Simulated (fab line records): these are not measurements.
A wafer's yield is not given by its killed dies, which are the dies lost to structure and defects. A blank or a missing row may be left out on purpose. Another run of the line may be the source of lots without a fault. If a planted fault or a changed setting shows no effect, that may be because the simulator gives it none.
Problem report in the 8D (eight disciplines) form, filled by code    flow berkeleyCmos170    the parts of the form that need people (team, actions taken, sign-off) are left out

## 1. WHAT IS WRONG
Wafers without a fault read 56.80 W, standard deviation 0.048; heaterPowerTotalW at UCB170_PWELL_PEB_11 reads a mean of 54.37 W on 6 wafers belonging to 2 lots. Measured from the usual mean, that is -51 standard deviations.
The first sign was on wafer L222.2 at day 7 10:39, on lithoTrack-04. The record has a number at this step for 42 wafers belonging to 14 lots. By rule, "out" or "out of limits" means more than 4 standard deviations away from the usual mean. The rest of the wafers with a number are treated as sound.

## 2. WHAT IT IS; WHAT IT IS NOT
question                     is                             is not
which readings at this step  heaterPowerTotalW, plateTempC  -
which lots                   L222, L223                     L201, L202, L203, L205, L206, L207, L209, L211, L212, L214, L217, L224
which wafers of those lots   all that have a number         -
read on which tools          lithoTrack-04                  lithoTrack-01, lithoTrack-02
when                         from day 7 10:39               up to then (33 sound wafers); but 3 sound wafers of L224 came after

## 3. SUSPECTS, AND WHAT RULES EACH OUT
Counting: any tool at a process step up to the reading is kept as a suspect provided that every lot that is out went through it and no sound lot did after the first of them.
- lithoTrack-04 at UCB170_PWELL_PEB_11: kept. It processed each lot that is out, first L222 at day 7 10:39, and no sound lot thereafter; up to then, the last sound lot it processed was L214 at day 5 14:32. Its own heaterPowerTotalW, plateTempC readings are out on those wafers.
After counting, what remains is lithoTrack-04 at UCB170_PWELL_PEB_11.

## 4. THE CAUSE (what the simulator had put in)
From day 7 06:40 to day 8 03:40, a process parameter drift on lithoTrack-04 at UCB170_PWELL_PEB_11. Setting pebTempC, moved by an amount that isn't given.
After counting, this tool was the only one left.

## 5. SEQUENCE OF EFFECTS, ordered by route
Rows list readings where the struck wafers' mean (over those with a number) sits beyond 3 standard deviations from the usual. Scope: only readings with a usual standard deviation given in the record; hours: median across lots of the time from each lot's start at the first step in this table that gives one to its start at this step; sigmas: change in usual standard deviations.
hours  step                 reading            usual     on struck wafers  change  sigmas
0      UCB170_PWELL_PEB_11  heaterPowerTotalW  56.80 W   54.37             -2.43   -51
0      UCB170_PWELL_PEB_11  plateTempC         129.99 C  125.80            -4.19   -30
It contains these process steps:
- UCB170_PWELL_PEB_11
At these later measuring or inspecting steps, every struck wafer for which the step has a row has a number for every such reading, and none has moved that far: UCB170_WELLDRIVE_THK_MEAS_02, UCB170_PLDD_CD_MEAS_06.

## 6. WHAT WOULD HAVE CAUGHT IT SOONER
First out-of-limits reading in this record: day 7 10:39, which is 4 hours after fault onset at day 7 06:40.
